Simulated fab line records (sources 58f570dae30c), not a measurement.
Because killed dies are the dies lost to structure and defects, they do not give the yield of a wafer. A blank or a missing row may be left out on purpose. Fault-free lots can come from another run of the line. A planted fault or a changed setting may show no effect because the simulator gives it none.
A lot that was struck, set against a sound lot :: flow berkeley-cmos170 :: 27 out of 331 route steps
Sound: wafers L999.1, L999.4, L999.6. The struck wafers were L101.1, L101.3, L101.6. At the end, the cause is stated.
Per side, at each step with rows, come the tool, then ch with its chambers, and then its first start. Under that, the readings that differ: sound wafers :: struck wafers :: difference of the means :: sigmas: that difference in standard deviations of wafers without a fault.
alike: words and numbers the same on both sides, and readings whose means are apart by under 2 such deviations; not compared: readings that were withheld, readings missing a value for some wafer, numbers with overlapping values and no deviation given by the record, and bounds like >300 which may hide the same value.
A row with sigmas, a row that says differs or no value, or rows on one side alone: a step with any of these is where the two part. Non-overlapping numbers with no deviation appear without sigmas and do not part them. A reading that every wafer of one side lacks parts them only if that side has two wafers or more.

first, 5 steps without rows for these wafers: UCB170_CONTACT_COAT_10 (resist thk 900 nm); UCB170_CONTACT_SOFTBAKE_11 (time 60 s); UCB170_CONTACT_EXPOSE_12 (exposes mask CONT, target cd 700 nm); UCB170_CONTACT_PEB_13; UCB170_CONTACT_DEVELOP_14 (develop time 45 s).
UCB170_CONTACT_CD_MEAS_15: target cd 700 nm.
  sound: cd-sem-01 at day 8 16:30; struck: cd-sem-01 at day 9 03:01
  alike: cd-nm
UCB170_CONTACT_OVL_MEAS_16:
  sound: overlay-01 at day 8 16:37; struck: overlay-02 at day 9 03:08
  alike: CONTACT_OVL
UCB170_CONTACT_ETCH_17: etches BARC in N2/H2.
  sound on rie-diel-04 ch 1,2,3, day 8 16:39; struck on rie-diel-02 ch 0,3, day 9 03:10
  alike: drypump-motor-current-A, oes-product-au, throttle-valve-pct
UCB170_CONTACT_ETCH_18: etches PSG in CHF3/CF4/Ar, stops on TiSi2, target depth 840 nm, time 195 s.
  sound on rie-diel-04 ch 1,2,3; struck on rie-diel-02 ch 0,3
  alike: drypump-motor-current-A, oes-product-au, throttle-valve-pct
  not compared: rf-hours-counter-h
UCB170_CONTACT_STRIP_19: strips in O2.
  sound on plasma-asher-01 ch 0, day 8 16:49; struck on plasma-asher-01 ch 0,1, day 9 03:20
  alike: drypump-motor-current-A, oes-product-au
  not compared: rf-hours-counter-h
UCB170_CONTACT_CD_MEAS_90: target cd 700 nm.
  sound: cd-sem-01 at day 8 16:55; struck: cd-sem-01 at day 9 03:26
  alike: cd-nm
then, 1 step without rows for these wafers: UCB170_CONTACT_CLEAN_20 (cleans in SPM, time 600 s).
UCB170_M1_SPUTTER_00: material Al, target thk 600 nm, time 80 s.
  sound: pvd-sputter-01 at day 8 17:13; struck: pvd-sputter-02 at day 9 03:44
  no value came back on the struck wafers for cathode-dc-power-W (W), chamber-pressure-pa (Pa), throttle-valve-pct (%); on the sound wafers cathode-dc-power-W (W) reads 6001.6 6000.3 5998.4
UCB170_M1_RS_MEAS_01: measurement is done with a four-point probe.
  sound: film-metro-02 at day 8 17:23; struck: film-metro-03 at day 9 03:49
reading: M1_AL_RS (ohm/sq)
sound: 0.0481 0.0477 0.0485
struck: - - -
difference: no value on the struck wafers
sigmas: 
UCB170_M1_THK_MEAS_02: measures by xrf.
  sound: film-metro-02 at day 8 17:30; struck: film-metro-03 at day 9 03:56
reading: M1_AL_THK (nm)
sound: 598 603 592
struck: <0 <0 <0
difference: differs
sigmas: 
then, 6 steps without rows for these wafers: UCB170_M1_COAT_03; UCB170_M1_COAT_04 (resist thk 900 nm); UCB170_M1_SOFTBAKE_05 (time 60 s); UCB170_M1_EXPOSE_06 (exposes mask METAL1, target cd 700 nm); UCB170_M1_PEB_07; UCB170_M1_DEVELOP_08 (develop time 45 s).
UCB170_M1_CD_MEAS_09: target cd 700 nm.
  sound: cd-sem-02 at day 8 18:40; struck: cd-sem-01 at day 9 06:10
  alike: cd-nm
UCB170_M1_OVL_MEAS_10:
  sound: overlay-02 at day 8 18:47; struck: overlay-02 at day 9 06:17
  alike: M1_OVL
UCB170_M1_ETCH_11: etches BARC in N2/H2.
  sound on rie-diel-01 ch 0,2,3, day 8 18:49; struck on rie-diel-03 ch 0,2,3, day 9 06:20
  alike: drypump-motor-current-A, oes-product-au, throttle-valve-pct
UCB170_M1_METAL_ETCH_12: etches Al in Cl2/BCl3, stops on PSG, target depth 780 nm, time 130 s.
  sound on rie-metal-03 ch 0,1, day 8 18:52; struck on rie-metal-03 ch 1, day 9 06:22
reading: oes-product-au (a.u.)
sound: 0.856 0.833 0.829
struck: 0.364 0.364 0.359
difference: -0.477
sigmas: -43
  alike: drypump-motor-current-A, throttle-valve-pct
  not compared: rf-hours-counter-h
UCB170_M1_STRIP_13: strips in O2.
  sound on plasma-asher-03 ch 0,1, day 8 19:00; struck on plasma-asher-03 ch 0, day 9 06:30
  alike: drypump-motor-current-A, oes-product-au
  not compared: rf-hours-counter-h
UCB170_M3_PROBE_99:
  only the struck wafers here have rows in the record (prober-02, day 9 20:27); the sound ones have none

WHERE THEY PART
At UCB170_M1_SPUTTER_00 first; at UCB170_M3_PROBE_99 last (within this record only).

WHY: what the simulator had put in
At UCB170_M1_SPUTTER_00, the step was skipped entirely on pvd-sputter-02 from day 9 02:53 on. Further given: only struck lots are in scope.
